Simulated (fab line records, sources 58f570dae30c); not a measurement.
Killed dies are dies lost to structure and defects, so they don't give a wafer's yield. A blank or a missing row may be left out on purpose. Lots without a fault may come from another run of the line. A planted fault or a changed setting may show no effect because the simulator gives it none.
Chamber matching | flow berkeley_cmos170 | UCB170_NWELL_ETCH_13 on rie_diel-04: 4 sister chambers
The step etches Si3N4 in CH3F/Ar/O2, stops on SiO2, target depth 246.4 nm, time 154 s. 8 wafers are shown with their chamber, then 9 later ones without.

WAFERS WITH THEIR CHAMBER
wafer  | chamber | drypump_motor_current_A (A) | throttle_valve_pct (%)
L930.4 | 2       | 5.6                         | 7.89
L929.6 | 2       | 5.6                         | 7.90
L932.2 | 0       | 5.3                         | 8.20
L932.4 | 0       | 5.4                         | 8.19
L932.5 | 1       | 6.7                         | 8.23
L939.2 | 1       | 6.7                         | 8.26
L939.3 | 3       | 5.8                         | 8.14
L939.6 | 3       | 5.8                         | 8.13

WAFERS WITHOUT THEIR CHAMBER
wafer  | drypump_motor_current_A (A) | throttle_valve_pct (%)
L943.2 | 6.7                         | 8.25
L943.4 | 5.3                         | 8.20
L943.5 | 5.6                         | 7.89
L945.1 | 5.3                         | 8.19
L945.2 | 5.6                         | 7.87
L945.5 | 6.7                         | 8.26
L947.1 | 6.7                         | 8.25
L947.3 | 5.6                         | 7.90
L947.5 | 5.4                         | 8.20

WHICH CHAMBER EACH WENT THROUGH
wafer  | from the rows above | in truth
L943.2 | 1                   | 1
L943.4 | 0                   | 0
L943.5 | 2                   | 2
L945.1 | 0                   | 0
L945.2 | 2                   | 2
L945.5 | 1                   | 1
L947.1 | 1                   | 1
L947.3 | 2                   | 2
L947.5 | 0                   | 0
Placed correctly: 9 of 9. Can't be placed from these rows: 0. Placed wrongly: 0.
How it was worked out, from the rows above alone: a wafer's distance from a chamber is the root of the sum, over the readings, of the square of ((its reading less the chamber's mean) divided by the reading's scatter). The wafer belongs to the nearest chamber; if the next one is less than 2 further off, it can't be placed. A chamber's mean is the mean of its shown wafers. The scatter: the root of (the sum of the squares of (reading less its chamber's mean) over the shown wafers, divided by (wafers less chambers)).
